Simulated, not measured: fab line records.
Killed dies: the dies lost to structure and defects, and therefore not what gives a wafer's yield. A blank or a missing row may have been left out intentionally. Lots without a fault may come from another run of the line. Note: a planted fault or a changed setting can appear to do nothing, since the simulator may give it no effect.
fab line records	flow berkeley_cmos170	part 1 of 2: steps 1 to 32 of 42
record lots=5	wafers=15	last_day=14
route steps=331 shown SPACER@173 PSD@175 NSD@187 BACKSIDE@199 SDANNEAL@204 PLDD@208 NLDD@209 SILICIDE@210
lots with no fault: from the same line, run without faults
start_h: hours from the record's first day to the start of the lot's first wafer shown	wait_h: hours from the lot's prior step to this one	" unchanged from the row above	L1.1+2: a single row standing in for several wafers	- no value present, or no start provided	* or withheld: withheld	< > ~ a bound
route shown NAME@n: names a module that has steps shown in the file, with the first one's number in the route	usual: mean/standard deviation taken from wafers without a fault	same: alike in all rows	chamber/n: place in a boat	sites: readings site by site	_std_site: standard deviation across them	_edge_site: the outer-site mean with the inner-site mean subtracted	radius_mm: how far each site lies from the wafer's centre	mask NAME#n: copy n	behind: the tool/chamber that last shaped the wafer	hold: the reason the lot was held/the length of the hold in hours/how it ended	device: names the non-switching transistor (n, p or np)	end of line: the route-end tests of the same wafers	where a step has no rows: the recipe by itself	killed: dies lost to structure and defects at the first sort, not the wafer's yield	map: shows each die of a wafer: x if killed, . if not, _ if none is there
set.NAME: setting as actually run; set.NAME@STEP: the setting as run at that earlier step	model.NAME: the simulator's own value behind a step, which no gauge read
a table for each step, a row for each wafer; lots at some steps of the route
services: from which hour (start_h, from the record's first day; less than 0 if before it) a tool's chamber was out of use, for how many hours, and why
## steps
# step UCB170_SPACER_ANNEAL_02
# recipe temp_c=900	time_s=1800	ambient=N2
lot.wafer	tool	chamber	start_h	wait_h
L075.2+4+5	furnace-04	0	158.93	8.1
L088.2+4+5	furnace-02	0	255.99	1.8
L089.2+3+5	furnace-02	0	255.99	2.5
L095.1+3+4	furnace-01	0	288.24	4.4
L092.1+3+5	furnace-04	0	299.35	4.3
# step UCB170_SPACER_ETCHBACK_03
# recipe stop_on=Si	target=SiO2	chemistry=CHF3/CF4/Ar	CHF3_flow_sccm=50	cf4_flow_sccm=10	Ar_flow_sccm=120	pressure_mtorr=200	rf_w=500	target_depth_a=3760	time_s=100
# usual drypump_motor_current_A=5.6/0.4	mfc_ar_sccm=120.0/0.37	oes_product_au=0.895/0.017	throttle_valve_pct=6.51/0.1
lot.wafer	tool	chamber	start_h	wait_h	drypump_motor_current_A	mfc_ar_sccm	oes_product_au	rf_hours_counter_h	throttle_valve_pct
L075.2	rie_diel-03	1	160.43	0.0	5.7	120.7	0.896	12	6.55
L075.4	"	2	"	"	5.3	120.9	0.924	9	6.45
L075.5	"	0	"	"	6.2	120.1	0.896	-	6.36
L088.2	rie_diel-03	1	257.49	0.0	5.7	119.9	0.889	15	6.56
L088.4	"	0	"	"	6.2	120.4	0.891	50	6.37
L088.5	"	2	"	"	5.3	119.5	0.905	-	6.45
L089.2	rie_diel-02	0	257.49	0.0	5.9	120.2	0.919	34	6.58
L089.3	"	1	"	"	5.6	119.6	0.868	25	6.42
L089.5	"	1	"	"	5.6	120.3	0.888	-	6.41
L095.1	rie_diel-02	0	289.74	0.0	5.9	120.2	0.918	35	6.58
L095.3	"	2	"	"	5.6	119.6	0.871	38	6.61
L095.4	"	3	"	"	5.1	120.2	0.919	42	6.58
L092.1	rie_diel-02	1	300.85	0.0	5.5	120.2	0.887	27	6.43
L092.3	"	3	"	"	5.1	119.9	0.908	43	6.57
L092.5	"	0	"	"	5.9	119.7	0.938	-	6.56
# step UCB170_PSD_HMDS_00
# recipe prime_time_s=60	prime_temp_c=100
# same prime_time_s=60
lot.wafer	tool	chamber	start_h	wait_h
L075.2+4+5	litho_track-01	0	160.53	0.1
L089.2+3+5	litho_track-02	0	257.59	0.1
L088.2+4+5	litho_track-04	0	257.78	0.2
L095.1+3+4	litho_track-04	0	290.42	0.6
L092.1+3+5	litho_track-04	0	300.92	0.0
# step UCB170_PSD_COAT_01
# recipe resist=KrF	spin_rpm=1500	resist_thk_nm=900
lot.wafer	tool	chamber	start_h	wait_h
L075.2+4+5	litho_track-01	0	160.68	0.1
L089.2+3+5	litho_track-02	0	257.74	0.1
L088.2+4+5	litho_track-04	0	257.93	0.1
L095.1+3+4	litho_track-04	0	290.57	0.1
L092.1+3+5	litho_track-04	0	301.07	0.1
# step UCB170_PSD_SOFTBAKE_02
# recipe resist=KrF	temp_c=130	time_s=60
lot.wafer	tool	chamber	start_h	wait_h
L075.2+4+5	litho_track-01	0	160.83	0.1
L089.2+3+5	litho_track-02	0	257.89	0.1
L088.2+4+5	litho_track-04	0	258.08	0.1
L095.1+3+4	litho_track-04	0	290.72	0.1
L092.1+3+5	litho_track-04	0	301.22	0.1
# step UCB170_PSD_EXPOSE_03
# recipe mask_id=PSELECT_MOD	na=0.5	sigma_outer=0.6	source_shape=conventional	target_cd_nm=1200	dose_mj=30
# same sigma_outer=0.6
lot.wafer	tool	chamber	start_h	wait_h	mask
L075.2+4+5	krf_scanner-02	0	161.33	0.5	PSELECT_MOD#0
L089.2+3+5	krf_scanner-01	0	258.03	0.1	PSELECT_MOD#0
L088.2+4+5	krf_scanner-01	0	258.52	0.4	PSELECT_MOD#0
L095.1+3+4	krf_scanner-01	0	-	-	PSELECT_MOD#0
L092.1+3+5	krf_scanner-01	0	301.76	0.5	PSELECT_MOD#0
# step UCB170_PSD_PEB_04
# recipe peb_temp_c=130	peb_time_s=withheld	resist=KrF
lot.wafer	tool	chamber	start_h	wait_h
L075.2+4+5	litho_track-04	0	161.45	0.1
L089.2+3+5	litho_track-02	0	258.16	0.1
L088.2+4+5	litho_track-02	0	258.64	0.1
L095.1+3+4	litho_track-01	0	-	-
L092.1+3+5	litho_track-02	0	302.01	0.2
# step UCB170_PSD_DEVELOP_05
# recipe developer=TMAH	develop_time_s=45	resist=KrF	dev_temp_c=21
lot.wafer	tool	chamber	start_h	wait_h
L075.2+4+5	litho_track-04	0	-	-
L089.2+3+5	litho_track-02	0	-	-
L088.2+4+5	litho_track-02	0	-	-
L095.1+3+4	litho_track-01	0	-	-
L092.1+3+5	litho_track-02	0	-	-
# step UCB170_PSD_CD_MEAS_06
# recipe target_cd_nm=1200
# usual cd_nm=1200.3/1.1
lot.wafer	tool	chamber	start_h	wait_h	cd_nm
L075.2	cd_sem-01	-	161.72	-	1199.7
L075.4	"	-	"	"	1200.9
L075.5	"	-	"	"	1200.3
L089.2	cd_sem-01	-	258.44	-	1202.6
L089.3	"	-	"	"	1201.3
L089.5	"	-	"	"	1202.7
L088.2	cd_sem-01	-	258.91	-	1201.3
L088.4	"	-	"	"	1201.0
L088.5	"	-	"	"	1200.9
L095.1	cd_sem-01	-	292.50	-	1200.7
L095.3	"	-	"	"	1200.4
L095.4	"	-	"	"	1200.2
L092.1	cd_sem-01	-	302.29	-	1201.5
L092.3	"	-	"	"	1201.1
L092.5	"	-	"	"	1201.7
# step UCB170_PSD_OVL_MEAS_07
# usual PSD_OVL=1/4.9
lot.wafer	tool	chamber	start_h	wait_h	PSD_OVL[nm]
L075.2	overlay-02	-	161.83	0.1	6
L075.4	"	-	"	"	2
L075.5	"	-	"	"	6
L089.2	overlay-01	-	258.54	0.1	10
L089.3	"	-	"	"	5
L089.5	"	-	"	"	2
L088.2	overlay-01	-	259.01	0.1	0
L088.4	"	-	"	"	0
L088.5	"	-	"	"	-8
L095.1	overlay-01	-	292.62	0.1	6
L095.3	"	-	"	"	0
L095.4	"	-	"	"	6
L092.1	overlay-02	-	302.41	0.1	-2
L092.3	"	-	"	"	-2
L092.5	"	-	"	"	5
# step UCB170_PSD_IMPLANT_08
# recipe species=B	dose_cm2=3e+15	energy_kev=20	tilt_deg=7
lot.wafer	tool	chamber	start_h	wait_h
L075.2+4+5	implanter-03	0	161.88	0.0
L089.2+3+5	implanter-03	0	258.60	0.0
L088.2+4+5	implanter-01	0	259.07	0.0
L095.1+3+4	implanter-02	0	292.66	0.0
L092.1+3+5	implanter-01	0	302.44	0.0
# step UCB170_PSD_STRIP_09
# recipe chemistry=O2	power_w=400	pressure_mtorr=3500	platen_temp_c=withheld	o2_flow_sccm=400	overash_fraction=0.5
# usual drypump_motor_current_A=5.6/0.35	oes_product_au=0.600/0.0042	strip_time_to_endpoint_s=29.40/0.064
lot.wafer	tool	chamber	start_h	wait_h	drypump_motor_current_A	oes_product_au	rf_hours_counter_h	strip_time_to_endpoint_s
L075.2	plasma_asher-03	0	162.01	0.1	6.1	0.600	45	29.46
L075.4	"	1	"	"	5.5	0.603	-	29.38
L075.5	"	1	"	"	5.5	0.604	-	29.40
L089.2	plasma_asher-03	1	258.72	0.1	5.5	0.593	55	29.42
L089.3	"	0	"	"	6.0	0.591	-	29.44
L089.5	"	1	"	"	5.4	0.601	-	29.35
L088.2	plasma_asher-02	1	259.19	0.1	5.3	0.604	45	29.46
L088.4	"	0	"	"	6.0	0.598	-	29.39
L088.5	"	1	"	"	5.3	0.605	-	29.40
L095.1	plasma_asher-04	0	292.81	0.1	5.7	0.600	55	29.33
L095.3	"	1	"	"	5.1	0.598	-	29.35
L095.4	"	0	"	"	5.6	0.599	-	29.30
L092.1	plasma_asher-03	0	302.59	0.1	6.1	0.601	59	29.33
L092.3	"	1	"	"	5.4	0.601	-	29.38
L092.5	"	1	"	"	5.5	0.603	-	29.36
# step UCB170_PSD_TW_MEAS_10
# usual PSD_TW=2339/36
lot.wafer	tool	chamber	start_h	wait_h	PSD_TW
L075.2	film_metro-03	-	162.12	0.1	2349
L075.4	"	-	"	"	2352
L075.5	"	-	"	"	2355
L089.2	film_metro-02	-	258.83	0.1	2300
L089.3	"	-	"	"	2305
L089.5	"	-	"	"	2276
L088.2	film_metro-02	-	259.30	0.1	2297
L088.4	"	-	"	"	2295
L088.5	"	-	"	"	2292
L095.1	film_metro-02	-	292.91	0.1	2273
L095.3	"	-	"	"	2284
L095.4	"	-	"	"	2283
L092.1	film_metro-03	-	302.69	0.1	2355
L092.3	"	-	"	"	2360
L092.5	"	-	"	"	2361
# step UCB170_PSD_CLEAN_11
# recipe chemistry=SPM	temp_c=120	time_s=600
# usual bath_guard_temp_C=120.1/0.46
lot.wafer	tool	chamber	start_h	wait_h	bath_guard_temp_C
L075.2	wet_bench-02	0	162.29	0.2	119.4
L075.4	"	0	"	"	119.6
L075.5	"	0	"	"	119.6
L089.2	wet_bench-03	1	258.88	0.0	120.5
L089.3	"	1	"	"	120.4
L089.5	"	1	"	"	121.0
L088.2	wet_bench-03	2	259.47	0.2	120.6
L088.4	"	2	"	"	120.5
L088.5	"	2	"	"	120.2
L095.1	wet_bench-02	2	296.08	3.2	119.6
L095.3	"	2	"	"	119.6
L095.4	"	2	"	"	119.8
L092.1	wet_bench-03	3	302.75	0.1	120.8
L092.3	"	3	"	"	120.8
L092.5	"	3	"	"	120.6
# step UCB170_NSD_HMDS_00
# recipe prime_time_s=60	prime_temp_c=100
# same prime_time_s=60
lot.wafer	tool	chamber	start_h	wait_h
L075.2+4+5	litho_track-03	0	162.59	0.1
L089.2+3+5	litho_track-02	0	259.08	0.0
L088.2+4+5	litho_track-03	0	259.67	0.0
L095.1+3+4	litho_track-02	0	296.25	0.0
L092.1+3+5	litho_track-03	0	302.93	0.0
# step UCB170_NSD_COAT_01
# recipe resist=KrF	spin_rpm=1500	resist_thk_nm=900
lot.wafer	tool	chamber	start_h	wait_h
L075.2+4+5	litho_track-03	0	162.74	0.1
L089.2+3+5	litho_track-02	0	259.23	0.1
L088.2+4+5	litho_track-03	0	259.82	0.1
L095.1+3+4	litho_track-02	0	296.40	0.1
L092.1+3+5	litho_track-03	0	303.08	0.1
# step UCB170_NSD_SOFTBAKE_02
# recipe resist=KrF	temp_c=130	time_s=60
lot.wafer	tool	chamber	start_h	wait_h
L075.2+4+5	litho_track-03	0	162.89	0.1
L089.2+3+5	litho_track-02	0	259.38	0.1
L088.2+4+5	litho_track-03	0	259.97	0.1
L095.1+3+4	litho_track-02	0	296.55	0.1
L092.1+3+5	litho_track-03	0	303.23	0.1
# step UCB170_NSD_EXPOSE_03
# recipe mask_id=NSELECT_MOD	na=0.5	sigma_outer=0.6	source_shape=conventional	target_cd_nm=1200	dose_mj=30.23
# same sigma_outer=0.6
lot.wafer	tool	chamber	start_h	wait_h	mask
L075.2+4+5	krf_scanner-02	0	163.04	0.1	NSELECT_MOD#0
L089.2+3+5	krf_scanner-02	0	259.65	0.2	NSELECT_MOD#0
L088.2+4+5	krf_scanner-02	0	260.31	0.3	NSELECT_MOD#0
L095.1+3+4	krf_scanner-02	0	296.70	0.1	NSELECT_MOD#0
L092.1+3+5	krf_scanner-02	0	303.50	0.2	NSELECT_MOD#0
# step UCB170_NSD_PEB_04
# recipe peb_temp_c=130	peb_time_s=withheld	resist=KrF
lot.wafer	tool	chamber	start_h	wait_h
L075.2+4+5	litho_track-02	0	163.16	0.1
L089.2+3+5	litho_track-03	0	260.12	0.5
L088.2+4+5	litho_track-04	0	260.67	0.3
L095.1+3+4	litho_track-03	0	297.27	0.5
L092.1+3+5	litho_track-04	0	303.65	0.1
# step UCB170_NSD_DEVELOP_05
# recipe developer=TMAH	develop_time_s=45	resist=KrF	dev_temp_c=21
lot.wafer	tool	chamber	start_h	wait_h
L075.2+4+5	litho_track-02	0	-	-
L089.2+3+5	litho_track-03	0	-	-
L088.2+4+5	litho_track-04	0	-	-
L095.1+3+4	litho_track-03	0	-	-
L092.1+3+5	litho_track-04	0	-	-
# step UCB170_NSD_CD_MEAS_06
# recipe target_cd_nm=1200
# usual cd_nm=1199.7/1.3
lot.wafer	tool	chamber	start_h	wait_h	cd_nm
L075.2	cd_sem-02	-	163.43	-	1201.8
L075.4	"	-	"	"	1199.2
L075.5	"	-	"	"	1200.3
L089.2	cd_sem-01	-	260.39	-	1200.1
L089.3	"	-	"	"	1200.4
L089.5	"	-	"	"	1200.6
L088.2	cd_sem-02	-	260.94	-	1199.0
L088.4	"	-	"	"	1200.2
L088.5	"	-	"	"	1199.3
L095.1	cd_sem-02	-	297.54	-	1198.5
L095.3	"	-	"	"	1198.6
L095.4	"	-	"	"	1199.2
L092.1	cd_sem-01	-	303.93	-	1201.0
L092.3	"	-	"	"	1200.6
L092.5	"	-	"	"	1200.0
# step UCB170_NSD_OVL_MEAS_07
# usual NSD_OVL=-1/5.1
lot.wafer	tool	chamber	start_h	wait_h	NSD_OVL[nm]
L075.2	overlay-02	-	163.53	0.1	-4
L075.4	"	-	"	"	2
L075.5	"	-	"	"	-8
L089.2	overlay-02	-	260.50	0.1	-3
L089.3	"	-	"	"	2
L089.5	"	-	"	"	7
L088.2	overlay-02	-	261.05	0.1	5
L088.4	"	-	"	"	5
L088.5	"	-	"	"	5
L095.1	overlay-02	-	297.66	0.1	-3
L095.3	"	-	"	"	-12
L095.4	"	-	"	"	1
L092.1	overlay-01	-	304.05	0.1	9
L092.3	"	-	"	"	6
L092.5	"	-	"	"	2
# step UCB170_NSD_IMPLANT_08
# recipe species=P	dose_cm2=3e+15	energy_kev=40	tilt_deg=7
lot.wafer	tool	chamber	start_h	wait_h
L075.2+4+5	implanter-03	0	163.59	0.0
L089.2+3+5	implanter-02	0	260.55	0.0
L088.2+4+5	implanter-02	0	261.10	0.0
L095.1+3+4	implanter-02	0	297.70	0.0
L092.1+3+5	implanter-02	0	304.08	0.0
# step UCB170_NSD_STRIP_09
# recipe chemistry=O2	power_w=400	pressure_mtorr=3500	platen_temp_c=withheld	o2_flow_sccm=400	overash_fraction=0.5
# usual drypump_motor_current_A=5.7/0.31	oes_product_au=0.534/0.0046	strip_time_to_endpoint_s=35.81/0.072
lot.wafer	tool	chamber	start_h	wait_h	drypump_motor_current_A	oes_product_au	rf_hours_counter_h	strip_time_to_endpoint_s
L075.2	plasma_asher-01	1	163.71	0.1	5.9	0.537	5	35.80
L075.4	"	1	"	"	5.9	0.534	-	35.88
L075.5	"	0	"	"	5.8	0.534	-	35.79
L089.2	plasma_asher-01	1	260.68	0.1	5.9	0.522	14	35.87
L089.3	"	1	"	"	5.9	0.530	-	35.91
L089.5	"	0	"	"	5.9	0.523	-	35.84
L088.2	plasma_asher-04	1	261.23	0.1	5.1	0.529	52	35.78
L088.4	"	0	"	"	5.6	0.538	-	35.75
L088.5	"	0	"	"	5.7	0.542	-	35.74
L095.1	plasma_asher-02	0	297.85	0.1	6.0	0.534	48	35.84
L095.3	"	0	"	"	6.0	0.531	-	35.87
L095.4	"	1	"	"	5.3	0.530	-	35.89
L092.1	plasma_asher-01	1	304.23	0.1	5.9	0.538	18	35.80
L092.3	"	0	"	"	5.9	0.537	-	35.79
L092.5	"	1	"	"	5.9	0.530	-	35.72
# step UCB170_NSD_TW_MEAS_10
# usual NSD_TW=4202/58
lot.wafer	tool	chamber	start_h	wait_h	NSD_TW
L075.2	film_metro-02	-	163.82	0.1	4103
L075.4	"	-	"	"	4115
L075.5	"	-	"	"	4095
L089.2	film_metro-03	-	260.79	0.1	4237
L089.3	"	-	"	"	4212
L089.5	"	-	"	"	4206
L088.2	film_metro-03	-	261.34	0.1	4202
L088.4	"	-	"	"	4195
L088.5	"	-	"	"	4207
L095.1	film_metro-01	-	297.95	0.1	4263
L095.3	"	-	"	"	4262
L095.4	"	-	"	"	4261
L092.1	film_metro-03	-	304.33	0.1	4226
L092.3	"	-	"	"	4234
L092.5	"	-	"	"	4226
# step UCB170_NSD_CLEAN_11
# recipe chemistry=SPM	temp_c=120	time_s=600
# usual bath_guard_temp_C=120.2/0.44
lot.wafer	tool	chamber	start_h	wait_h	bath_guard_temp_C
L075.2	wet_bench-03	0	163.99	0.2	119.7
L075.4	"	0	"	"	119.7
L075.5	"	0	"	"	120.0
L089.2	wet_bench-01	2	260.84	0.0	119.8
L089.3	"	2	"	"	120.3
L089.5	"	2	"	"	120.0
L088.2	wet_bench-01	0	261.39	0.0	120.1
L088.4	"	0	"	"	119.4
L088.5	"	0	"	"	119.5
L095.1	wet_bench-01	3	298.01	0.1	120.1
L095.3	"	3	"	"	120.1
L095.4	"	3	"	"	119.7
L092.1	wet_bench-03	2	304.39	0.1	120.6
L092.3	"	2	"	"	120.3
L092.5	"	2	"	"	120.3
# step UCB170_BACKSIDE_HMDS_00
# recipe prime_time_s=60	prime_temp_c=100
# same prime_time_s=60
lot.wafer	tool	chamber	start_h	wait_h
L075.2+4+5	litho_track-03	0	164.44	0.3
L089.2+3+5	litho_track-01	0	261.89	0.9
L088.2+4+5	litho_track-01	0	262.34	0.8
L095.1+3+4	litho_track-03	0	298.37	0.2
L092.1+3+5	litho_track-03	0	304.57	0.0
# step UCB170_BACKSIDE_COAT_01
# recipe resist=KrF	spin_rpm=1500	resist_thk_nm=900
lot.wafer	tool	chamber	start_h	wait_h
L075.2+4+5	litho_track-03	0	164.59	0.1
L089.2+3+5	litho_track-01	0	262.04	0.1
L088.2+4+5	litho_track-01	0	262.49	0.1
L095.1+3+4	litho_track-03	0	298.52	0.1
L092.1+3+5	litho_track-03	0	304.72	0.1
# step UCB170_BACKSIDE_SOFTBAKE_02
# recipe resist=KrF	temp_c=130	time_s=60
lot.wafer	tool	chamber	start_h	wait_h
L075.2+4+5	litho_track-03	0	164.74	0.1
L089.2+3+5	litho_track-01	0	262.19	0.1
L088.2+4+5	litho_track-01	0	262.64	0.1
L095.1+3+4	litho_track-03	0	298.67	0.1
L092.1+3+5	litho_track-03	0	304.87	0.1
# step UCB170_BACKSIDE_STRIP_03
# recipe chemistry=O2	power_w=400	pressure_mtorr=3500	platen_temp_c=withheld	o2_flow_sccm=400	overash_fraction=0.5
# usual drypump_motor_current_A=5.75/0.29	oes_product_au=0.735/0.0042	strip_time_to_endpoint_s=21.94/0.054
lot.wafer	tool	chamber	start_h	wait_h	drypump_motor_current_A	oes_product_au	rf_hours_counter_h	strip_time_to_endpoint_s
L075.2	plasma_asher-01	1	164.86	0.1	5.86	0.740	5	21.99
L075.4	"	0	"	"	5.85	0.737	-	22.03
L075.5	"	1	"	"	5.85	0.744	-	22.00
L089.2	plasma_asher-02	0	262.32	0.1	6.00	0.742	45	21.91
L089.3	"	1	"	"	5.29	0.735	-	21.89
L089.5	"	1	"	"	5.30	0.730	-	21.94
L088.2	plasma_asher-02	0	262.77	0.1	6.00	0.736	45	21.95
L088.4	"	0	"	"	6.00	0.734	-	21.94
L088.5	"	1	"	"	5.27	0.727	-	21.86
L095.1	plasma_asher-02	0	298.82	0.1	6.03	0.733	49	21.91
L095.3	"	1	"	"	5.27	0.730	-	21.93
L095.4	"	0	"	"	6.03	0.734	-	21.89
L092.1	plasma_asher-02	1	305.02	0.1	5.30	0.738	49	22.01
L092.3	"	1	"	"	5.28	0.737	-	21.99
L092.5	"	1	"	"	5.30	0.740	-	21.95
# step UCB170_BACKSIDE_CLEAN_04
# recipe chemistry=SPM	temp_c=120	time_s=600
# usual bath_guard_temp_C=120.2/0.47
lot.wafer	tool	chamber	start_h	wait_h	bath_guard_temp_C
L075.2	wet_bench-04	3	164.96	0.1	120.0
L075.4	"	3	"	"	120.0
L075.5	"	3	"	"	119.9
L089.2	wet_bench-01	2	262.42	0.1	120.4
L089.3	"	2	"	"	120.2
L089.5	"	2	"	"	120.1
L088.2	wet_bench-01	0	262.87	0.1	119.9
L088.4	"	0	"	"	119.8
L088.5	"	0	"	"	119.7
L095.1	wet_bench-04	0	298.92	0.1	120.2
L095.3	"	0	"	"	120.5
L095.4	"	0	"	"	120.5
L092.1	wet_bench-03	3	305.12	0.1	120.9
L092.3	"	3	"	"	120.8
L092.5	"	3	"	"	120.4
# step UCB170_SDANNEAL_RTA_00
# recipe temp_c=900	time_s=10	ambient=N2
# usual lamp_power_pct=24.50/0.11	wafer_temp_C_max=905.6/2.9
lot.wafer	tool	chamber	start_h	wait_h	lamp_power_pct	wafer_temp_C_max
L075.2	rtp_anneal-01	0	165.16	0.0	24.59	909.1
L075.4	"	0	"	"	24.64	908.6
L075.5	"	0	"	"	24.58	905.4
L089.2	rtp_anneal-02	0	262.60	0.0	24.37	903.0
L089.3	"	0	"	"	24.39	903.3
L089.5	"	0	"	"	24.42	903.3
L088.2	rtp_anneal-02	0	263.05	0.0	24.42	903.7
L088.4	"	0	"	"	24.38	903.5
L088.5	"	0	"	"	24.36	903.9
L095.1	rtp_anneal-02	0	299.09	0.0	24.41	902.4
L095.3	"	0	"	"	24.39	902.3
L095.4	"	0	"	"	24.39	903.0
L092.1	rtp_anneal-02	0	305.29	0.0	24.37	903.0
L092.3	"	0	"	"	24.43	902.3
L092.5	"	0	"	"	24.41	902.3
